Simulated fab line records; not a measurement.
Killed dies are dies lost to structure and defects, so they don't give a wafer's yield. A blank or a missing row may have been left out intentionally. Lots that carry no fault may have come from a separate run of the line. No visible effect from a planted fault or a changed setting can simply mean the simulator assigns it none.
Matching of chambers | flow berkeley cmos170 | wet bench-02 running UCB170_PSD_CLEAN_11: 3 sister chambers
The step cleans in SPM, time 600 s. 14 wafers are shown with their chamber, then 7 later ones without.

## EACH WAFER AND ITS CHAMBER
wafer  | chamber | bath guard temp C (C) | bath heat duty pct (%)
L110.1 | 3       | 120.5                 | 11.9
L110.4 | 3       | 120.5                 | 12.3
L110.6 | 3       | 120.6                 | 12.2
L111.1 | 0       | 119.8                 | 12.4
L111.3 | 0       | 119.9                 | 10.8
L111.4 | 0       | 119.6                 | 12.0
L113.1 | 1       | 121.2                 | 12.7
L113.5 | 1       | 121.4                 | 12.4
L113.6 | 1       | 121.4                 | 12.8
L116.1 | 0       | 119.7                 | 11.1
L116.4 | 0       | 119.7                 | 12.3
L116.6 | 0       | 119.9                 | 11.3
L117.2 | 3       | 120.6                 | 13.3
L117.4 | 3       | 120.4                 | 12.7

SIGNATURES (means of the wafers above)
reading            | chamber 0 | chamber 1 | chamber 3 | scatter within a chamber
bath guard temp C  | 119.767   | 121.333   | 120.520   | 0.108
bath heat duty pct | 11.650    | 12.633    | 12.480    | 0.565
Rule: distance of a wafer from a chamber = root of the sum over the readings of ((wafer's reading minus chamber's mean) / reading's scatter) squared. If the next closest chamber is less than 2 further off than the closest, the wafer can't be placed; otherwise it belongs to the closest. How the scatter is found: for the shown wafers, subtract from each reading the mean of its chamber, square and add these, divide the total by (wafers less chambers), then take the root.

## WAFERS WHOSE CHAMBER IS MISSING
wafer  | bath guard temp C (C) | bath heat duty pct (%)
L117.5 | 120.4                 | 12.6
L125.1 | 119.6                 | 11.7
L125.3 | 119.7                 | 11.2
L125.4 | 119.7                 | 11.5
L126.2 | 120.4                 | 12.6
L126.3 | 120.6                 | 12.6
L126.6 | 120.8                 | 12.8

## WHICH CHAMBER EACH ONE RAN IN
wafer  | from the rows above | in truth
L117.5 | 3                   | 3
L125.1 | 0                   | 0
L125.3 | 0                   | 0
L125.4 | 0                   | 0
L126.2 | 3                   | 3
L126.3 | 3                   | 3
L126.6 | 3                   | 3
Correct placement for 7 of the 7. Not placeable from these rows: 0. 0 placed wrongly.
